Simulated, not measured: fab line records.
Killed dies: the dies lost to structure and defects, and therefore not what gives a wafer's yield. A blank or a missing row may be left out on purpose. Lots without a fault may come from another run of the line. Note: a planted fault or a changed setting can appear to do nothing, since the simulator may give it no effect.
fab line records | flow rit_cmos
record: lots: 15 | wafers: 45 | last_day: 7
route steps=202 shown ACTIVE@3 NSD@137 PSD@151
lots with no fault: from the same line, run without faults
start_h: hours from the record's opening day to when the first of the lot's shown wafers began | wait_h: hours elapsed since this lot's preceding step | " unchanged from the row above | L1.1+2: several wafers, shown together as one row | - no value, or no start was given | * or withheld: withheld | < > ~ a bound
route shown NAME@n: NAME is a module with steps in the file, n the number in the route of the first one | usual: average and standard deviation across the fault-free wafers | same: alike in all rows | chamber/n: place in a boat | sites: per-site readings | _std_site: the standard deviation of these | _edge_site: the outer-site mean with the inner-site mean subtracted | radius_mm: how far each site lies from the wafer's centre | mask NAME#n: copy n | behind: the last tool/chamber to shape the wafer | hold: the reason the lot was held/the length of the hold in hours/how it ended | device: names the non-switching transistor (n, p or np) | end of line: at the end of the route, the tests of the same wafers | a step with no rows: only its recipe | killed: at the first sort, the dies lost to defects and structure; wafer yield is something else | map: shows each die of a wafer: x if killed, . if not, _ if none is there
set.NAME: the setting that was run; set.NAME@STEP: the one run at that earlier step | model.NAME: the simulator's own value behind a step, which no gauge read
route steps across a sampled set of lots; one table per step, one row per wafer
services: the hour from which a tool's chamber was out of use, counted from the record's first day as start_h (under 0 if before that day), plus the number of hours and why
== steps ==
step: RIT_ACTIVE_THK_MEAS_02
recipe: reads: SiO2_of_ACTIVE_OXIDATION_01
usual: ACTIVE_OXIDE_THK: 46.9/0.76
lot.wafer | tool          | chamber | start_h | wait_h | ACTIVE_OXIDE_THK[nm]
L651.3    | film_metro-02 | -       | 13.00   | 0.0    | 48.2
L651.5    | "             | -       | "       | "      | 47.5
L651.6    | "             | -       | "       | "      | 47.4
L653.2    | film_metro-03 | -       | 26.47   | 0.0    | 47.4
L653.3    | "             | -       | "       | "      | 47.2
L653.6    | "             | -       | "       | "      | 47.4
L654.2    | film_metro-03 | -       | 28.40   | 0.0    | 47.5
L654.3    | "             | -       | "       | "      | 47.2
L654.5    | "             | -       | "       | "      | 46.7
L657.1    | film_metro-01 | -       | 42.36   | 0.0    | 46.4
L657.3    | "             | -       | "       | "      | 46.7
L657.6    | "             | -       | "       | "      | 45.7
L658.1    | film_metro-03 | -       | 47.71   | 0.0    | 47.5
L658.4    | "             | -       | "       | "      | 48.6
L658.6    | "             | -       | "       | "      | 47.3
L659.2    | film_metro-01 | -       | 52.12   | 0.0    | 45.4
L659.4    | "             | -       | "       | "      | 44.9
L659.5    | "             | -       | "       | "      | 45.9
L663.2    | film_metro-03 | -       | 73.36   | 0.0    | 47.6
L663.5    | "             | -       | "       | "      | 47.4
L663.6    | "             | -       | "       | "      | 47.8
L665.1    | film_metro-02 | -       | 82.67   | 0.0    | 47.3
L665.2    | "             | -       | "       | "      | 47.1
L665.6    | "             | -       | "       | "      | 47.9
L666.2    | film_metro-02 | -       | 87.41   | 0.0    | 47.3
L666.4    | "             | -       | "       | "      | 47.4
L666.6    | "             | -       | "       | "      | 47.1
L667.1    | film_metro-02 | -       | 92.05   | 0.0    | 48.2
L667.2    | "             | -       | "       | "      | 47.9
L667.4    | "             | -       | "       | "      | 47.6
L668.2    | film_metro-02 | -       | 98.94   | 0.0    | 46.9
L668.3    | "             | -       | "       | "      | 46.8
L668.6    | "             | -       | "       | "      | 47.2
L669.2    | film_metro-01 | -       | 102.38  | 0.0    | 46.7
L669.5    | "             | -       | "       | "      | 46.5
L669.6    | "             | -       | "       | "      | 47.7
L671.1    | film_metro-01 | -       | 112.07  | 0.0    | 47.5
L671.5    | "             | -       | "       | "      | 47.4
L671.6    | "             | -       | "       | "      | 47.4
L672.1    | film_metro-02 | -       | 117.96  | 0.0    | 45.5
L672.3    | "             | -       | "       | "      | 45.5
L672.4    | "             | -       | "       | "      | 46.6
L673.2    | film_metro-02 | -       | 123.71  | 0.0    | 47.1
L673.4    | "             | -       | "       | "      | 46.9
L673.6    | "             | -       | "       | "      | 47.2
step: RIT_ACTIVE_DEVELOP_10
recipe: resist: NOVOLAK | develop_time_s: 50 | dev_temp_c: 24.11
usual: chill_plate_temp_C: 23.02/0.11 | develop_time_s: 50/0
lot.wafer | tool           | chamber | start_h | wait_h | chill_plate_temp_C | develop_time_s
L651.3    | litho_track-01 | 0       | 15      | -      | 22.88              | 50
L651.5    | "              | 0       | "       | "      | 22.97              | 50
L651.6    | "              | 0       | "       | "      | 22.92              | 50
L653.2    | litho_track-01 | 0       | 28      | -      | 23.08              | 50
L653.3    | "              | 0       | "       | "      | 23.00              | 50
L653.6    | "              | 0       | "       | "      | 23.14              | 50
L654.2    | litho_track-01 | 0       | 30      | -      | 23.05              | 50
L654.3    | "              | 0       | "       | "      | 22.87              | 50
L654.5    | "              | 0       | "       | "      | 22.95              | 50
L657.1    | litho_track-01 | 0       | 44      | -      | 23.02              | 50
L657.3    | "              | 0       | "       | "      | 23.08              | 50
L657.6    | "              | 0       | "       | "      | 23.07              | 50
L658.1    | litho_track-04 | 0       | 50      | -      | 23.00              | 50
L658.4    | "              | 0       | "       | "      | 23.11              | 50
L658.6    | "              | 0       | "       | "      | 22.98              | 50
L659.2    | litho_track-04 | 0       | 54      | -      | 22.84              | 50
L659.4    | "              | 0       | "       | "      | 23.16              | 50
L659.5    | "              | 0       | "       | "      | 23.05              | 50
L663.2    | litho_track-02 | 0       | 77      | -      | 23.03              | 50
L663.5    | "              | 0       | "       | "      | 23.13              | 50
L663.6    | "              | 0       | "       | "      | 23.02              | 50
L665.1    | litho_track-04 | 0       | 85      | -      | 23.15              | 50
L665.2    | "              | 0       | "       | "      | 22.87              | 50
L665.6    | "              | 0       | "       | "      | 22.96              | 50
L666.2    | litho_track-01 | -       | 89      | -      | -                  | -
L666.4    | "              | -       | "       | "      | -                  | -
L666.6    | "              | -       | 90      | -      | -                  | -
L667.1    | litho_track-02 | -       | 94      | -      | -                  | -
L667.2    | "              | -       | "       | "      | -                  | -
L667.4    | "              | -       | "       | "      | -                  | -
L668.2    | litho_track-01 | -       | 102     | -      | -                  | -
L668.3    | "              | -       | "       | "      | -                  | -
L668.6    | "              | -       | "       | "      | -                  | -
L669.2    | litho_track-01 | 0       | 106     | -      | 23.05              | 50
L669.5    | "              | 0       | "       | "      | 22.98              | 50
L669.6    | "              | 0       | "       | "      | 22.99              | 50
L671.1    | litho_track-01 | 0       | 114     | -      | 23.02              | 50
L671.5    | "              | 0       | "       | "      | 22.90              | 50
L671.6    | "              | 0       | "       | "      | 22.94              | 50
L672.1    | litho_track-04 | 0       | 120     | -      | 22.98              | 50
L672.3    | "              | 0       | "       | "      | 23.03              | 50
L672.4    | "              | 0       | "       | "      | 22.89              | 50
L673.2    | litho_track-02 | 0       | 126     | -      | 23.02              | 50
L673.4    | "              | 0       | "       | "      | 22.88              | 50
L673.6    | "              | 0       | "       | "      | 22.86              | 50
step: RIT_NSD_OVL_MEAS_06
usual: NSD_OVL: 0.7/1.4
lot.wafer | tool       | chamber | start_h | wait_h | NSD_OVL[nm]
L651.3    | overlay-02 | -       | 56.05   | -      | -0.4
L651.5    | "          | -       | "       | "      | 1.4
L651.6    | "          | -       | "       | "      | 2.6
L653.2    | overlay-02 | -       | 64.49   | -      | 0.1
L653.3    | "          | -       | "       | "      | 0.3
L653.6    | "          | -       | "       | "      | 2.4
L654.2    | overlay-01 | -       | 71.52   | -      | 3.6
L654.3    | "          | -       | "       | "      | 2.5
L654.5    | "          | -       | "       | "      | 2.3
L658.1    | overlay-01 | -       | 87.16   | -      | 1.1
L658.4    | "          | -       | "       | "      | 2.8
L658.6    | "          | -       | "       | "      | 2.2
L657.1    | overlay-02 | -       | 88.92   | -      | -1.5
L657.3    | "          | -       | "       | "      | 0.2
L657.6    | "          | -       | "       | "      | -1.2
L659.2    | overlay-02 | -       | 92.25   | -      | 3.1
L659.4    | "          | -       | "       | "      | 2.6
L659.5    | "          | -       | "       | "      | 2.2
L663.2    | overlay-02 | -       | 116.64  | -      | 2.3
L663.5    | "          | -       | "       | "      | 2.8
L663.6    | "          | -       | "       | "      | 2.8
L665.1    | overlay-01 | -       | 122.85  | -      | -0.6
L665.2    | "          | -       | "       | "      | -0.1
L665.6    | "          | -       | "       | "      | -1.2
L669.2    | overlay-02 | -       | 147.82  | -      | -0.2
L669.5    | "          | -       | "       | "      | -2.3
L669.6    | "          | -       | "       | "      | -0.3
L671.1    | overlay-02 | -       | 153.88  | -      | -1.4
L671.5    | "          | -       | "       | "      | -1.7
L671.6    | "          | -       | "       | "      | -1.9
L672.1    | overlay-01 | -       | 157.46  | -      | -0.1
L672.3    | "          | -       | "       | "      | 0.3
L672.4    | "          | -       | "       | "      | 0.0
L673.2    | overlay-02 | -       | 162.29  | -      | 1.1
L673.4    | "          | -       | "       | "      | 0.0
L673.6    | "          | -       | "       | "      | -1.3
step: RIT_PSD_STRIP_09
recipe: chemistry: O2 | time_s: 180 | resist: NOVOLAK | platen_temp_c: withheld | power_w: 500 | pressure_mtorr: 4000 | o2_flow_sccm: 4000
usual: drypump_motor_current_A: 6.06/0.28
lot.wafer | tool            | chamber | start_h | wait_h | drypump_motor_current_A | rf_hours_counter_h
L651.3    | plasma_asher-03 | 0       | 57.85   | 0.1    | 5.91                    | -
L651.5    | "               | 0       | "       | "      | 5.89                    | -
L651.6    | "               | 1       | "       | "      | 6.18                    | -
L653.2    | plasma_asher-04 | 0       | 66.24   | 0.1    | 5.80                    | 27
L653.3    | "               | 0       | "       | "      | 5.79                    | -
L653.6    | "               | 1       | "       | "      | 5.37                    | -
L654.2    | plasma_asher-03 | 1       | 73.36   | 0.1    | 6.11                    | 41
L654.3    | "               | 0       | "       | "      | 5.88                    | -
L654.5    | "               | 1       | "       | "      | 6.12                    | -
L658.1    | plasma_asher-04 | 0       | 89.05   | 0.1    | 5.80                    | 30
L658.4    | "               | 0       | "       | "      | 5.77                    | -
L658.6    | "               | 1       | "       | "      | 5.37                    | -
L657.1    | plasma_asher-03 | 1       | 90.93   | 0.1    | 6.14                    | 44
L657.3    | "               | 0       | "       | "      | 5.89                    | -
L657.6    | "               | 0       | "       | "      | 5.88                    | -
L659.2    | plasma_asher-03 | 0       | 94.15   | 0.1    | 5.90                    | 44
L659.4    | "               | 1       | "       | "      | 6.13                    | -
L659.5    | "               | 0       | "       | "      | 5.90                    | -
L663.2    | plasma_asher-02 | 1       | 118.52  | 0.1    | 6.27                    | 0
L663.5    | "               | 1       | "       | "      | 6.32                    | -
L663.6    | "               | 0       | "       | "      | 6.32                    | -
L665.1    | plasma_asher-03 | 0       | 125.28  | 0.1    | 5.93                    | 49
L665.2    | "               | 1       | "       | "      | 6.11                    | 49
L665.6    | "               | 0       | "       | "      | 5.92                    | -
L669.2    | plasma_asher-02 | 1       | 149.57  | 0.1    | 6.33                    | 5
L669.5    | "               | 0       | "       | "      | 6.30                    | -
L669.6    | "               | 1       | "       | "      | 6.31                    | -
L671.1    | plasma_asher-02 | 1       | 155.97  | 0.1    | 6.33                    | 6
L671.5    | "               | 1       | "       | "      | 6.32                    | -
L671.6    | "               | 0       | "       | "      | 6.28                    | -
L672.1    | plasma_asher-02 | 0       | 159.38  | 0.1    | 6.29                    | 7
L672.3    | "               | 1       | "       | "      | 6.29                    | -
L672.4    | "               | 0       | "       | "      | 6.28                    | -
L673.2    | plasma_asher-02 | 0       | 164.04  | 0.1    | 6.31                    | 8
L673.4    | "               | 0       | "       | "      | 6.28                    | -
L673.6    | "               | 0       | "       | "      | 6.29                    | -
== services ==
tool            | chamber | start_h | hours | kind
plasma_asher-02 | -       | 108.75  | 9.0   | pm
plasma_asher-02 | 0       | 108.75  | 9.0   | vent_cycle
plasma_asher-02 | 1       | 108.75  | 9.0   | vent_cycle
plasma_asher-02 | 0       | 117.75  | -     | clean
plasma_asher-02 | 1       | 117.75  | -     | clean
plasma_asher-03 | -       | 128.34  | 14.6  | pm
plasma_asher-04 | -       | 154.19  | 2.9   | repair
== key ==
first_sign: step: RIT_ACTIVE_DEVELOP_10 | reading: tool_record | direction: missing
effect none on later readings
met_at RIT_ACTIVE_DEVELOP_10
struck_lots L666,L667,L668
later_rows_left_out L666.2,L666.4,L666.6,L667.1,L667.2,L667.4,L668.2,L668.3,L668.6
sort_left_out L666.2,L666.4,L666.6,L667.1,L667.2,L667.4,L668.2,L668.3,L668.6
tester_left_out L666,L667,L668
not_acting_at RIT_ACTIVE_THK_MEAS_02,RIT_NSD_OVL_MEAS_06,RIT_PSD_STRIP_09
onset_between 77 89
fault: kind: skipped_step_whole | tool: litho_track-01,litho_track-02 | chamber: - | onset_h: 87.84 | steps: RIT_ACTIVE_DEVELOP_10 | scope: struck_lots_only
tester_left_out: of these lots the tester's yield and bins aren't shown, on N5 and GAA mostly nor the transistor test; their killed dies are dies lost to structure and defects alone, not to doping, threshold or leakage, so they don't give the yield
sort_left_out: the simulated sort isn't trusted on such a fault, so these wafers' sort isn't shown, and their yield isn't known
later_rows_left_out: the simulator's readings of these wafers behind a module that went badly wrong aren't trusted and aren't shown, but for the sort
